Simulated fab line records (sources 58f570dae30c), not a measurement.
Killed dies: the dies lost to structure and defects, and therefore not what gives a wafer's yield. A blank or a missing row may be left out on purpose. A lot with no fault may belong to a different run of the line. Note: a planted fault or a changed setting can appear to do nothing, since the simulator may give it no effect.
Matching of chambers | flow berkeley cmos170 | UCB170_ACTIVE_CLEAN_00 on wet bench-02 has 3 sister chambers
The step cleans in SPM, time 600 s. 3 wafers are shown with their chamber, then 4 later ones without.

== EACH WAFER AND ITS CHAMBER ==
wafer  | chamber | bath guard temp C (C)
L457.6 | 1       | 119.4
L458.6 | 3       | 119.1
L474.5 | 2       | 121.3

== WAFERS WITH NO CHAMBER GIVEN ==
wafer  | bath guard temp C (C)
L474.6 | 121.0
L475.3 | 119.7
L475.5 | 119.4
L475.6 | 119.6

== WHICH CHAMBER EACH WENT THROUGH ==
wafer  | from the rows above     | in truth
L474.6 | 2                       | 2
L475.3 | can't be placed: 1 or 3 | 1
L475.5 | can't be placed: 1 or 3 | 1
L475.6 | can't be placed: 1 or 3 | 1
1 of 4 placed correctly. Can't be placed from these rows: 3 (the true chamber is among the candidates in 3). Wrongly placed: 0.
How it was worked out, from the rows above alone: a wafer's distance from a chamber is the root of the sum, over the readings, of the square of ((its reading less the chamber's mean) divided by the reading's scatter). The wafer belongs to the nearest chamber; if the next one is less than 2 further off, it can't be placed. The mean given for a chamber averages the wafers shown for that chamber. The scatter: root of mean squared gap, hidden wafer to nearest shown wafer, with one shown wafer a chamber.
